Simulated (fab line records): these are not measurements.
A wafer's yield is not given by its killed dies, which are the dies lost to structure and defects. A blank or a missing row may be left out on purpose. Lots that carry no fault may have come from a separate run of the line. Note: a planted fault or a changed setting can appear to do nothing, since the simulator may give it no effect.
A struck lot beside a sound one | flow rit cmos | 17 steps out of a route of 202
Sound: the wafers L141.4, L141.5, L141.6. Wafers L151.2, L151.4, L151.6 were the ones struck. Last of all comes the cause.
For every step that has rows: the tool of each side, followed by ch and its chambers, followed by its first start. Under that, the readings that differ: sound wafers | struck wafers | difference of the means | sigmas: that difference in standard deviations of wafers without a fault.
alike: same words and numbers on both sides, and readings whose means sit less than 2 such deviations apart. not compared: any withheld reading, any reading some wafer has no value for, any bound like >300 that may hide the same value, and any number with overlapping values for which the record gives no deviation.
A row with sigmas, a row that says differs or no value, or rows on one side alone: a step with any of these is where the two part. When numbers do not overlap yet have no deviation, they are printed without sigmas and do not part them. Lack of a reading on every wafer of one side parts them only where that side has two or more wafers.

first, 1 step without rows for these wafers: RIT_PSD_IMPLANT_08.
RIT_PSD_STRIP_09: strips in O2, time 180 s.
  sound on plasma asher-01 ch 0,1, day 3 02:12; struck on plasma asher-01 ch 0,1, day 5 02:32
  alike: drypump motor current A, o2 flow sccm
  not compared: rf hours counter h
RIT_PSD_TW_MEAS_10:
  struck on film metro-04, day 5 02:44; sound on film metro-04, day 3 02:21
  alike: PSD_TW
then, 3 steps without rows for these wafers: RIT_SDANNEAL_CLEAN_00 (cleans in SC1, time 600 s); RIT_SDANNEAL_CLEAN_01 (cleans in dHF, time 30 s); RIT_SDANNEAL_CLEAN_02 (cleans in SC2, time 600 s).
RIT_SDANNEAL_RTA_03: time 5 s.
  sound on rtp anneal-01 ch 0, day 3 02:47; struck on rtp anneal-01 ch 0, day 5 03:32
  alike: wafer_temp_C_max
RIT_SDANNEAL_RS_MEAS_04: uses a four-point probe to measure.
  struck on film metro-02, day 5 03:37; sound on film metro-03, day 3 02:53
  alike: PSD_RS
RIT_SDANNEAL_RS_MEAS_05: uses a four-point probe to measure.
  struck on film metro-02, day 5 03:44; sound on film metro-03, day 3 03:00
  reading         | sound          | struck         | difference | sigmas
  NSD_RS (ohm/sq) | 83.9 84.1 84.2 | 84.8 84.6 84.8 | +0.7       | +2
RIT_SDANNEAL_RS_MEAS_06: uses a four-point probe to measure.
  struck on film metro-02, day 5 03:51; sound on film metro-03, day 3 03:07
  alike: PLDD_RS
RIT_SDANNEAL_RS_MEAS_07: uses a four-point probe to measure.
  struck on film metro-02, day 5 03:58; sound on film metro-03, day 3 03:14
  alike: NLDD_RS
then, 1 step without rows for these wafers: RIT_SILICIDE_WET_ETCH_00 (etches SiO2 in BOE, target depth 14 nm, time 15 s).
RIT_SILICIDE_SPUTTER_01: material Ti, target thk 30 nm, time 229.5 s.
  struck on pvd sputter-01, day 5 04:05; sound on pvd sputter-04, day 3 03:19
  reading                                     | sound             | struck           | difference | sigmas
  model.Ti_of_SILICIDE_SPUTTER_01.thk nm (nm) | 29.12 28.81 28.58 | 40.8 40.99 40.79 | +12.0      |
  alike: chamber pressure pa, throttle valve pct
RIT_SILICIDE_RS_MEAS_02: uses a four-point probe to measure.
  struck on film metro-03, day 5 04:24; sound on film metro-04, day 3 03:31
  reading                 | sound          | struck         | difference | sigmas
  SILICIDE_TI_RS (ohm/sq) | 49.7 50.4 50.8 | 32.7 32.5 32.7 | -17.7      | -31
RIT_SILICIDE_THK_MEAS_03: measures by xrf.
  struck on film metro-03, day 5 04:31; sound on film metro-04, day 3 03:37
  reading              | sound             | struck            | difference | sigmas
  SILICIDE_TI_THK (nm) | 28.73 28.39 28.24 | 40.16 40.55 40.15 | +11.83     | +46
RIT_SILICIDE_RTA_04: time 10 s, ramp up 5 s, ramp down 5 s.
  sound on rtp anneal-02 ch 0, day 3 03:43; struck on rtp anneal-02 ch 0, day 5 04:34
  alike: wafer_temp_C_max
RIT_M1_PROBE_99:
  struck on prober-02, day 5 11:08; sound on prober-01, day 3 10:56
  reading                              | sound             | struck            | difference | sigmas
  model.etest.nmos_0p15.r on ohm um    | 1086 1079 1076    | 1162 1142 1143    | +69        |
  model.etest.npoly line.line ohm um   | 168.8 177.9 173.3 | 152.7 148.4 152.1 | -22.3      |
  model.etest.ppoly line.line ohm um   | 164.9 169.2 168.6 | 146.4 143 147.5   | -21.9      |
  model.etest.contact pplus.end ohm um | 42.23 43.58 42.49 | 58.33 60.17 59.86 | +16.69     |
  model.etest.contact nplus.end ohm um | 40.66 40.87 40.14 | 57.72 58.03 56.06 | +16.71     |
  model.etest.ppoly line.width nm (nm) | 102.6 100.3 102.9 | 94.14 95.28 93.42 | -7.65      |
  model.etest.npoly line.width nm (nm) | 102.1 99.66 102   | 93 95.02 93       | -8         |
  model.etest.npoly line.rs ohm sq     | 17.41 17.59 17.64 | 14.22 14.02 14.18 | -3.41      |
  alike: killed at front end, killed dies, killed open, killed short

## WHERE THEY PART
At RIT_SDANNEAL_RS_MEAS_05 first; at RIT_SILICIDE_THK_MEAS_03 last (within this record only). Later steps at which nothing parts them and some readings are alike: RIT_SILICIDE_RTA_04, RIT_M1_PROBE_99.

WHY: what the simulator had put in
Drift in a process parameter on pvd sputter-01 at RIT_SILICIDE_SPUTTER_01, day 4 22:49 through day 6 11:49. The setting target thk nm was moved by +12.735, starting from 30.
